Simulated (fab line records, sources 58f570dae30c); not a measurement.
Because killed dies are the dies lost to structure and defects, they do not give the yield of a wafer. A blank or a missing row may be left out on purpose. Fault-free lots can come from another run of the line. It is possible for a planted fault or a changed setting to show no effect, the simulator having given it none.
Problem report in the 8D (eight disciplines) form, filled by code -- flow berkeley-cmos170 -- the parts of the form that need people (team, actions taken, sign-off) are left out

## 1. THE PROBLEM
rotation-deg at UCB170_NLDD_IMPLANT_09 reads a mean of 270.02 degrees on 6 wafers of 2 lots; wafers without a fault read 180.00 degrees with a standard deviation of 0.034. So: +99 or more standard deviations from the usual mean.
First observed at day 9 01:55: wafer L496.3, on implanter-01. At this step, 18 wafers from 6 lots have a number in the record. Rule for "out", or "out of limits": more than 4 standard deviations from the usual mean. The rest of the wafers with a number are treated as sound.

## 2. WHAT IT IS, WHAT IT ISN'T
question,is,is not
which readings at this step,rotation-deg,-
which lots,"L496, L501","L491, L493, L511, L512"
which wafers of those lots,all that have a number,-
read on which tools,implanter-01,implanter-03
when,from day 9 01:55,"up to then (6 sound wafers); but 6 sound wafers of L511, L512 came after"

## 3. WHAT RULES OUT EACH SUSPECT
Counting: any tool at a process step up to the reading is kept as a suspect provided that every lot that is out went through it and no sound lot did after the first of them.
- implanter-01 at UCB170_NLDD_IMPLANT_09: kept. It processed each lot that is out, first L496 at day 9 01:55, and no sound lot thereafter; up to then, the last sound lot it processed was L493 at day 8 12:01. Its own readings are out on those wafers: rotation-deg.
After counting, what remains is implanter-01 at UCB170_NLDD_IMPLANT_09.

## 4. THE CAUSE (what the simulator had put in)
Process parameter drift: implanter-01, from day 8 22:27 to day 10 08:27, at UCB170_NLDD_IMPLANT_09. From 180, the setting rotation-deg moved by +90. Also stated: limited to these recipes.
Only this tool survived the counting.

## 5. THE EFFECT CHAIN, in route order
One row per reading whose mean, taken over the struck wafers that have a number, lies over 3 standard deviations from the usual. Scope: only readings with a usual standard deviation given in the record; hours: median across lots of the time from each lot's start at the first step in this table that gives one to its start at this step; sigmas: change in usual standard deviations.
hours,step,reading,usual,on struck wafers,change,sigmas
0,UCB170_NLDD_IMPLANT_09,rotation-deg,180.00 degrees,270.02,+90.02,+99 or more
Its process steps:
- UCB170_NLDD_IMPLANT_09

## 6. WHAT WOULD HAVE CAUGHT IT SOONER
In this record no reading fell out of limits until day 9 01:55, 3 hours after the fault had begun at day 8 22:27.
